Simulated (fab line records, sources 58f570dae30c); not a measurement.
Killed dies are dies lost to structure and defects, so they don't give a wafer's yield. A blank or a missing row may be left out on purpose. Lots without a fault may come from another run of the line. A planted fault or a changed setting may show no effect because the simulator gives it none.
Chamber matching | flow berkeley_cmos170 | UCB170_CONTACT_ETCH_17 on rie_diel-02: 4 sister chambers
The step etches BARC in N2/H2. 16 wafers are shown with their chamber, then 8 later ones without.

WAFERS WITH THEIR CHAMBER
wafer  | chamber | throttle_valve_pct (%) | drypump_motor_current_A (A) | oes_product_au (a.u.)
L439.2 | 2       | 13.63                  | 4.9                         | 1.001
L439.3 | 1       | 13.16                  | 5.4                         | 1.034
L439.4 | 0       | 13.17                  | 5.2                         | 1.053
L445.2 | 3       | 13.39                  | 5.3                         | 0.987
L445.4 | 2       | 13.63                  | 4.9                         | 0.997
L445.5 | 2       | 13.61                  | 4.9                         | 0.990
L446.1 | 3       | 13.40                  | 5.3                         | 0.976
L446.5 | 3       | 13.41                  | 5.3                         | 0.989
L446.6 | 0       | 13.18                  | 5.2                         | 1.053
L451.1 | 0       | 13.19                  | 5.3                         | 1.046
L451.4 | 0       | 13.18                  | 5.2                         | 1.041
L451.6 | 2       | 13.62                  | 4.9                         | 0.989
L453.1 | 2       | 13.60                  | 4.9                         | 0.980
L453.2 | 1       | 13.16                  | 5.4                         | 1.019
L453.3 | 3       | 13.38                  | 5.3                         | 0.982
L454.1 | 1       | 13.18                  | 5.4                         | 1.019

SIGNATURES (means of the wafers above)
reading                 | chamber 0 | chamber 1 | chamber 2 | chamber 3 | scatter within a chamber
throttle_valve_pct      | 13.1800   | 13.1667   | 13.6180   | 13.3950   | 0.0117
drypump_motor_current_A | 5.225     | 5.400     | 4.900     | 5.300     | 0.025
oes_product_au          | 1.04825   | 1.02400   | 0.99140   | 0.98350   | 0.00716
Rule: a wafer's distance from a chamber is the root of the sum, over the readings, of the square of ((its reading less the chamber's mean) divided by the reading's scatter). The wafer belongs to the nearest chamber; if the next one is less than 2 further off, it can't be placed. The scatter: the root of (the sum of the squares of (reading less its chamber's mean) over the shown wafers, divided by (wafers less chambers)).

WAFERS WITHOUT THEIR CHAMBER
wafer  | throttle_valve_pct (%) | drypump_motor_current_A (A) | oes_product_au (a.u.)
L454.5 | 13.18                  | 5.2                         | 1.047
L454.6 | 13.41                  | 5.3                         | 0.976
L455.1 | 13.40                  | 5.3                         | 0.974
L455.4 | 13.61                  | 4.9                         | 0.977
L455.6 | 13.60                  | 4.9                         | 0.985
L461.1 | 13.17                  | 5.4                         | 1.011
L461.2 | 13.41                  | 5.3                         | 0.978
L461.4 | 13.19                  | 5.2                         | 1.037

WHICH CHAMBER EACH WENT THROUGH
wafer  | from the rows above | in truth
L454.5 | 0                   | 0
L454.6 | 3                   | 3
L455.1 | 3                   | 3
L455.4 | 2                   | 2
L455.6 | 2                   | 2
L461.1 | 1                   | 1
L461.2 | 3                   | 3
L461.4 | 0                   | 0
Placed correctly: 8 of 8. Can't be placed from these rows: 0. Placed wrongly: 0.
